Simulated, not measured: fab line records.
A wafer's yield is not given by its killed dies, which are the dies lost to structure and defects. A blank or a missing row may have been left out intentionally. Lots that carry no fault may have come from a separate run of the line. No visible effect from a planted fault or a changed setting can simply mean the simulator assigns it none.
A single fault, viewed from 2 desks -- flow berkeleyCmos170 -- each desk holds nothing but its own numbers, with what lay behind them at the end

## METROLOGY DESK
Lot by lot, what the gauges showed, no matter which tool ran the lot: averages of those sampled wafers that carry a number. The brackets show how far a lot's mean lies from the usual mean; more than 4 standard deviations puts the lot out of limits, marked OUT.
Columns: A = NWELL_NITRIDE_THK at UCB170_NWELL_THK_MEAS_05, usual 223.7 nm; B = SACOX_OXIDE_THK at UCB170_SACOX_THK_MEAS_02, usual 14.40 nm; C = GATE_POLY_THK at UCB170_GATE_THK_MEAS_05, usual 214.2 nm; D = GATE_OVL at UCB170_GATE_OVL_MEAS_13, usual -3 nm
lot,first seen here,A,B,C,D
L848,day 2 07:02,223.8,14.62,217.2,-11
L849,day 2 07:02,223.2,14.46,212.3,4
L850,day 2 13:34,224.5,14.56,213.1,1
L852,day 3 00:18,83.7 (-64) OUT,14.79,213.9,-2
L851,day 3 00:19,82.1 (-64) OUT,14.08,215.3,0
L853,day 3 07:13,226.2,14.17,218.2,1
L858,day 4 06:33,223.9,14.43,212.0,6
L861,day 5 01:49,224.9,14.06,212.7,-6
L862,day 5 04:42,224.1,14.16,213.8,-1
L867,day 6 02:17,223.0,14.57,215.2,-3
L868,day 6 06:12,226.8,14.84,212.2,-2
L869,day 6 14:11,218.0,14.21,213.6,-3
L870,day 6 17:56,224.7,14.19,214.8,-14
L871,day 6 22:23,225.2,14.46,213.5,2
This desk reports L851, L852 out of limits; the earliest was L852 at day 3 00:18 (NWELL_NITRIDE_THK at UCB170_NWELL_THK_MEAS_05). In limits: L848, L849, L850, L853, L858, L861, L862, L867, L868, L869, L870, L871.

## TOOL OWNER'S DESK, lpcvd-01
The tool's own readings at UCB170_NWELL_CVD_04 (deposits Si3N4 from SiH2Cl2/NH3, target thk 224 nm, time 3360 s): means of the sampled wafers that have a number, for each lot that ran on this tool. The brackets show how far a lot's mean lies from the usual mean; more than 4 standard deviations puts the lot out of limits, marked OUT.
Columns: A = spikeTcLoadC at UCB170_NWELL_CVD_04, usual 824 C; B = susceptorTempC at UCB170_NWELL_CVD_04, usual 800.0 C; C = zonePowerLoadPct at UCB170_NWELL_CVD_04, usual 20.1 %
lot,first seen here,A,B,C
L848,day 2 05:06,821,800.0,20.1
L849,day 2 05:06,823,800.3,23.0
L850,day 2 11:38,823,800.0,23.1
L851,day 2 22:22,821,799.7,20.2
L852,day 2 22:22,821,800.2,19.9
L867,day 6 00:20,820,799.9,19.8
L868,day 6 04:15,824,799.8,23.0
L869,day 6 12:16,821,800.2,20.1
L870,day 6 15:59,824,800.2,23.1
L871,day 6 20:28,824,800.0,23.1
This desk's finding: nothing out of limits on any of the 10 lots.

## BROUGHT TOGETHER
L851, L852 would have let the metrology desk raise an alarm at day 3 00:18.
The tool owner's desk saw nothing out of limits.
Tool owner's desk: L851, L852 on record, inside its limits.
Every lot named ran UCB170_NWELL_CVD_04 on lpcvd-01.

## WHAT THE SIMULATOR PUT IN
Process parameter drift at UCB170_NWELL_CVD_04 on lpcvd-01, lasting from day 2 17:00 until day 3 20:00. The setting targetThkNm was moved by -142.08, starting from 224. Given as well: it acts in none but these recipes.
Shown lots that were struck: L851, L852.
Time in hours between the start of the fault and the first out-of-limits reading at each desk: metrology desk, 7.
